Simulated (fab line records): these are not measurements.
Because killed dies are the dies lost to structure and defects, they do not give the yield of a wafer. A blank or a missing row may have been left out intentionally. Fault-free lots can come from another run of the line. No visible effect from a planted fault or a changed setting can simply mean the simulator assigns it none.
A lot that was struck, set against a sound lot    flow ritCmos    19 steps out of a route of 202
Sound: these wafers, L676.2, L676.4, L676.6. The struck wafers were L680.3, L680.4, L680.6. The cause comes at the end.
At each step with rows: each side's tool, then ch and its chambers, then its first start. Under that, the readings that differ: sound wafers    struck wafers    difference of the means    sigmas: that difference in standard deviations of wafers without a fault.
alike: words and numbers the same on both sides, and readings whose means are apart by under 2 such deviations; not compared: readings that were withheld, readings missing a value for some wafer, numbers with overlapping values and no deviation given by the record, and bounds like >300 which may hide the same value.
The two part at a step that has a row with sigmas, a row that says differs or no value, or rows on one side only. Numbers that have no deviation but don't overlap get no sigmas and don't part them. A reading that every wafer of one side lacks parts them only if that side has two wafers or more.

first, 2 steps without rows for these wafers: RIT_NWELL_HARDBAKE_07 (time 120 s); RIT_NWELL_IMPLANT_08.
RIT_NWELL_STRIP_09: strips in O2, time 180 s.
  sound on plasmaAsher-04 ch 0, day 2 13:58; struck on plasmaAsher-03 ch 0,1, day 3 09:25
  alike: drypumpMotorCurrentA
  not compared: rfHoursCounterH
RIT_NWELL_TW_MEAS_10:
  sound on filmMetro-01, day 2 14:09; struck on filmMetro-03, day 3 09:33
  alike: NWELL_TW
then, 6 steps without rows for these wafers: RIT_PWELL_HMDS_00 (prime time 60 s); RIT_PWELL_COAT_01 (resist thk 1300 nm); RIT_PWELL_SOFTBAKE_02 (time 60 s); RIT_PWELL_EXPOSE_03 (exposes mask M3, target cd 43700 nm); RIT_PWELL_PEB_04; RIT_PWELL_DEVELOP_05 (develop time 70.14 s).
RIT_PWELL_OVL_MEAS_06:
  sound on overlay-02, day 2 15:05; struck on overlay-02, day 3 10:36
  alike: PWELL_OVL
then, 1 step without rows for these wafers: RIT_PWELL_HARDBAKE_07 (time 120 s).
RIT_PWELL_IMPLANT_08:
  sound on implanter-02 ch 0, day 2 15:24; struck on implanter-03 ch 0, day 3 10:56
reading                   sound              struck             difference  sigmas
implantIonAmu             11 11 11           31 31 31           +20         
model.implant.rpNm (nm)   484.1 484.1 484.1  216.2 216.2 216.2  -267.9      
model.implant.drpNm (nm)  102.9 102.9 102.9  68.82 68.82 68.82  -34.08      
RIT_PWELL_STRIP_09: strips in O2, time 180 s.
  sound on plasmaAsher-02 ch 0,1, day 2 15:31; struck on plasmaAsher-04 ch 0,1, day 3 11:05
  alike: drypumpMotorCurrentA
  not compared: rfHoursCounterH
RIT_PWELL_TW_MEAS_10:
  sound on filmMetro-03, day 2 15:43; struck on filmMetro-04, day 3 11:13
reading   sound        struck          difference  sigmas
PWELL_TW  931 931 931  2375 2380 2358  +1440       +99 or more
then, 1 step without rows for these wafers: RIT_WELLDRIVE_ANNEAL_00 (time 14700 s).
RIT_WELLDRIVE_RS_MEAS_01: a four-point-probe measurement.
  sound on filmMetro-04, day 2 21:32; struck on filmMetro-03, day 3 17:18
  alike: NWELL_RS
RIT_WELLDRIVE_RS_MEAS_02: a four-point-probe measurement.
  sound on filmMetro-04, day 2 21:39; struck on filmMetro-03, day 3 17:25
reading            sound              struck          difference  sigmas
PWELL_RS (ohm/sq)  430.3 430.2 430.2  83.7 83.8 83.8  -346.5      -99 or more
then, 1 step without rows for these wafers: RIT_NRETRO_HMDS_00 (prime time 60 s).

== WHERE THEY PART ==
At RIT_PWELL_TW_MEAS_10 first; at RIT_WELLDRIVE_RS_MEAS_02 last (within this record only).

WHY: what the simulator had put in
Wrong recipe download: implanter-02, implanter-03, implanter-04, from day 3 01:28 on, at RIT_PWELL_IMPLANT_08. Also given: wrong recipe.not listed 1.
